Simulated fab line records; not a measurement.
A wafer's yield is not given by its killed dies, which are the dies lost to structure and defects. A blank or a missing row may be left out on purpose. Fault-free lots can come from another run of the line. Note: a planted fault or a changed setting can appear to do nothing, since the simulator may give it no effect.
Check of tool commonality -- flow ritCmos -- Lots sampled 15, wafers sampled 54

WHAT PROMPTED THE OPENING
Of 15 lots, 3 have the reading NLDD_TW flagged at RIT_NLDD_TW_MEAS_10. No-fault wafers: 2494, standard deviation 17.
Rule: a lot is flagged in two cases, either no wafer of it has a number, or all its wafers with numbers fall more than 4 standard deviations from that mean. As for the other lots, they are considered sound.

lot,measured,on,"NLDD_TW, wafer by wafer",flag
L277,day 2 23:50,filmMetro-01,2497 2485 2493,
L278,day 3 03:05,filmMetro-01,2490 2499 2486,
L279,day 3 14:21,filmMetro-04,2518 2517 2507,
L280,day 3 14:31,filmMetro-01,2478 2491 2484,
L281,day 3 18:40,filmMetro-01,2471 2494 2490,
L284,day 4 07:55,filmMetro-02,2496 2473 2484,
L285,day 4 10:47,filmMetro-04,2518 2514 2518,
L288,day 5 06:46,filmMetro-02,2470 2454 2470,
L291,day 5 18:00,filmMetro-01,1945 1957 1956 1951 1938 1940,FLAGGED
L293,day 6 01:51,filmMetro-04,1958 1957 1966 1956 1955 1952,FLAGGED
L294,day 6 09:10,filmMetro-01,1955 1946 1936 1949 1950 1951,FLAGGED
L295,day 6 14:16,filmMetro-01,2477 2474 2467,
L297,day 6 23:21,filmMetro-02,2475 2460 2464,
L298,day 7 04:23,filmMetro-02,2496 2485 2487,
L299,day 7 13:20,filmMetro-04,2502 2497 2515,
The numbers of the flagged lots are 1951 on average: -543 against the usual, or -32 standard deviations.

EACH LOT AND THE TOOL IT RAN ON
Before the reading, the record contains 2 process steps out of a 202-step route. Cell contents, in order: the tool; ch with the chambers the sampled wafers went through; the start.
lot,flag,RIT_NWELL_STRIP_09,RIT_NLDD_IMPLANT_08
L277,,"plasmaAsher-03 ch 0,1, day 1 22:26","implanter-01 ch 0, day 2 23:33"
L278,,"plasmaAsher-02 ch 0,1, day 2 02:23","implanter-02 ch 0, day 3 02:46"
L279,,"plasmaAsher-04 ch 0,1, day 2 15:08","implanter-04 ch 0, day 3 14:02"
L280,,"plasmaAsher-03 ch 0,1, day 2 16:37","implanter-04 ch 0, day 3 14:13"
L281,,"plasmaAsher-02 ch 0,1, day 2 20:11","implanter-04 ch 0, day 3 18:21"
L284,,"plasmaAsher-04 ch 0,1, day 3 08:58","implanter-01 ch 0, day 4 07:37"
L285,,"plasmaAsher-02 ch 0,1, day 3 12:46","implanter-01 ch 0, day 4 10:28"
L288,,"plasmaAsher-04 ch 0,1, day 4 08:42","implanter-04 ch 0, day 5 06:26"
L291,FLAGGED,"plasmaAsher-04 ch 0,1, day 4 20:37","implanter-01 ch 0, day 5 17:40"
L293,FLAGGED,"plasmaAsher-02 ch 0,1, day 5 05:10","implanter-01 ch 0, day 6 01:32"
L294,FLAGGED,"plasmaAsher-02 ch 0,1, day 5 11:14","implanter-01 ch 0, day 6 08:50"
L295,,"plasmaAsher-03 ch 0, day 5 15:46","implanter-04 ch 0, day 6 13:58"
L297,,"plasmaAsher-04 ch 0,1, day 6 03:04","implanter-04 ch 0, day 6 23:01"
L298,,"plasmaAsher-03 ch 1, day 6 08:04","implanter-04 ch 0, day 7 04:04"
L299,,"plasmaAsher-03 ch 0,1, day 6 12:16","implanter-04 ch 0, day 7 13:01"
What these steps do:
- RIT_NWELL_STRIP_09: strips in O2, time 180 s.
- RIT_NLDD_IMPLANT_08
- RIT_NLDD_TW_MEAS_10

FLAGGED AGAINST TOTAL, ONE TOOL AT A TIME (gauges that did the reading follow at the end)
step,tool,lots run,flagged,share of the flagged lots,sound lots run after its first flagged lot
RIT_NWELL_STRIP_09,plasmaAsher-02,5,2,some,0
RIT_NWELL_STRIP_09,plasmaAsher-03,5,0,none,-
RIT_NWELL_STRIP_09,plasmaAsher-04,5,1,some,1 (L297)
RIT_NLDD_IMPLANT_08,implanter-01,6,3,all,0
RIT_NLDD_IMPLANT_08,implanter-02,1,0,none,-
RIT_NLDD_IMPLANT_08,implanter-04,8,0,none,-
RIT_NLDD_TW_MEAS_10,filmMetro-01,7,2,some,1 (L295)
RIT_NLDD_TW_MEAS_10,filmMetro-02,4,0,none,-
RIT_NLDD_TW_MEAS_10,filmMetro-04,4,1,some,1 (L299)

WHAT IS ALLOWED BY THE TABLE
All flagged lots share 1 row of the table, namely implanter-01 at RIT_NLDD_IMPLANT_08.
- implanter-01 at RIT_NLDD_IMPLANT_08: 3 of its 6 lots flagged. It ran its last sound lot, L285, at day 4 10:28 and its first flagged lot, L291, at day 5 17:40: a fault with its onset between the two fits. Its own readings lie more than 4 standard deviations out on every wafer of the flagged lots: doseIonsCm2, faradayCurrentUA.
Left over: one tool, implanter-01 at RIT_NLDD_IMPLANT_08.

WHAT THE SIMULATOR HAD INSERTED
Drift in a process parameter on implanter-01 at RIT_NLDD_IMPLANT_08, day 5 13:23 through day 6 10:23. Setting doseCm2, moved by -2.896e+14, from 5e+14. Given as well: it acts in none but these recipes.
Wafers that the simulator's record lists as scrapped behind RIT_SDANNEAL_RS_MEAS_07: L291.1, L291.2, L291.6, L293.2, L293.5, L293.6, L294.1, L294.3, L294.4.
Lots struck among those shown: L291, L293, L294. Same finding as the rule above.
